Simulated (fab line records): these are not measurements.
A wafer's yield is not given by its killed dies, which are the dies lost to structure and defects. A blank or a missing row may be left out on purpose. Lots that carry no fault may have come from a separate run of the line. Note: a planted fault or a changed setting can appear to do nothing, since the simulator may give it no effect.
Chamber matching + flow berkeley cmos170 + UCB170_M1_ETCH_11 on rie diel-04 has 4 sister chambers
The step etches BARC in N2/H2. 18 wafers are shown with their chamber, then 9 later ones without.

WAFERS WITH THEIR CHAMBER
| wafer  | chamber | throttle valve pct (%) | drypump motor current A (A) | oes product au (a.u.) |
|--------|---------|------------------------|-----------------------------|-----------------------|
| L461.3 | 1       | 13.24                  | 5.9                         | 0.928                 |
| L461.4 | 1       | 13.24                  | 5.8                         | 0.935                 |
| L461.5 | 2       | 13.36                  | 5.5                         | 0.994                 |
| L463.1 | 0       | 12.82                  | 5.9                         | 1.000                 |
| L463.4 | 1       | 13.23                  | 5.8                         | 0.937                 |
| L463.5 | 1       | 13.25                  | 5.8                         | 0.936                 |
| L468.2 | 3       | 13.32                  | 6.0                         | 0.984                 |
| L468.3 | 1       | 13.25                  | 5.8                         | 0.953                 |
| L468.6 | 1       | 13.25                  | 5.8                         | 0.937                 |
| L469.2 | 3       | 13.31                  | 5.9                         | 0.981                 |
| L469.3 | 1       | 13.24                  | 5.8                         | 0.945                 |
| L469.5 | 3       | 13.31                  | 5.9                         | 0.979                 |
| L472.2 | 3       | 13.30                  | 6.0                         | 0.973                 |
| L472.3 | 2       | 13.36                  | 5.5                         | 0.989                 |
| L472.6 | 2       | 13.35                  | 5.5                         | 1.007                 |
| L473.2 | 1       | 13.24                  | 5.8                         | 0.944                 |
| L473.3 | 3       | 13.34                  | 6.0                         | 0.967                 |
| L473.4 | 2       | 13.37                  | 5.5                         | 1.005                 |

SIGNATURES (averages over the wafers above)
| reading                 | chamber 0 | chamber 1 | chamber 2 | chamber 3 | scatter within a chamber |
|-------------------------|-----------|-----------|-----------|-----------|--------------------------|
| throttle valve pct      | 12.8200   | 13.2425   | 13.3600   | 13.3160   | 0.0102                   |
| drypump motor current A | 5.900     | 5.812     | 5.500     | 5.960     | 0.0385                   |
| oes product au          | 1.00000   | 0.93938   | 0.99875   | 0.97680   | 0.00765                  |
Rule: a wafer lies at a distance from a chamber equal to the root of the sum of squares, over the readings, of (its reading less the chamber's mean, divided by the reading's scatter). The wafer belongs to the nearest chamber; if the next one is less than 2 further off, it can't be placed. The scatter is the square root of a quotient: the sum, over the shown wafers, of each reading's squared deviation from its chamber's mean, divided by wafers minus chambers.

WAFERS WITHOUT THEIR CHAMBER
| wafer  | throttle valve pct (%) | drypump motor current A (A) | oes product au (a.u.) |
|--------|------------------------|-----------------------------|-----------------------|
| L475.3 | 12.85                  | 5.9                         | 1.004                 |
| L475.4 | 13.24                  | 5.8                         | 0.939                 |
| L475.5 | 13.32                  | 6.0                         | 0.977                 |
| L478.1 | 12.83                  | 5.9                         | 0.995                 |
| L478.4 | 13.35                  | 5.5                         | 1.010                 |
| L478.5 | 13.25                  | 5.8                         | 0.951                 |
| L477.1 | 12.82                  | 5.9                         | 0.989                 |
| L477.4 | 13.36                  | 5.5                         | 1.004                 |
| L477.5 | 13.24                  | 5.8                         | 0.938                 |

WHICH CHAMBER EACH ONE RAN IN
| wafer  | from the rows above | in truth |
|--------|---------------------|----------|
| L475.3 | 0                   | 0        |
| L475.4 | 1                   | 1        |
| L475.5 | 3                   | 3        |
| L478.1 | 0                   | 0        |
| L478.4 | 2                   | 2        |
| L478.5 | 1                   | 1        |
| L477.1 | 0                   | 0        |
| L477.4 | 2                   | 2        |
| L477.5 | 1                   | 1        |
9 of 9 placed correctly. From these rows, 0 cannot be placed. Placed wrongly: 0.
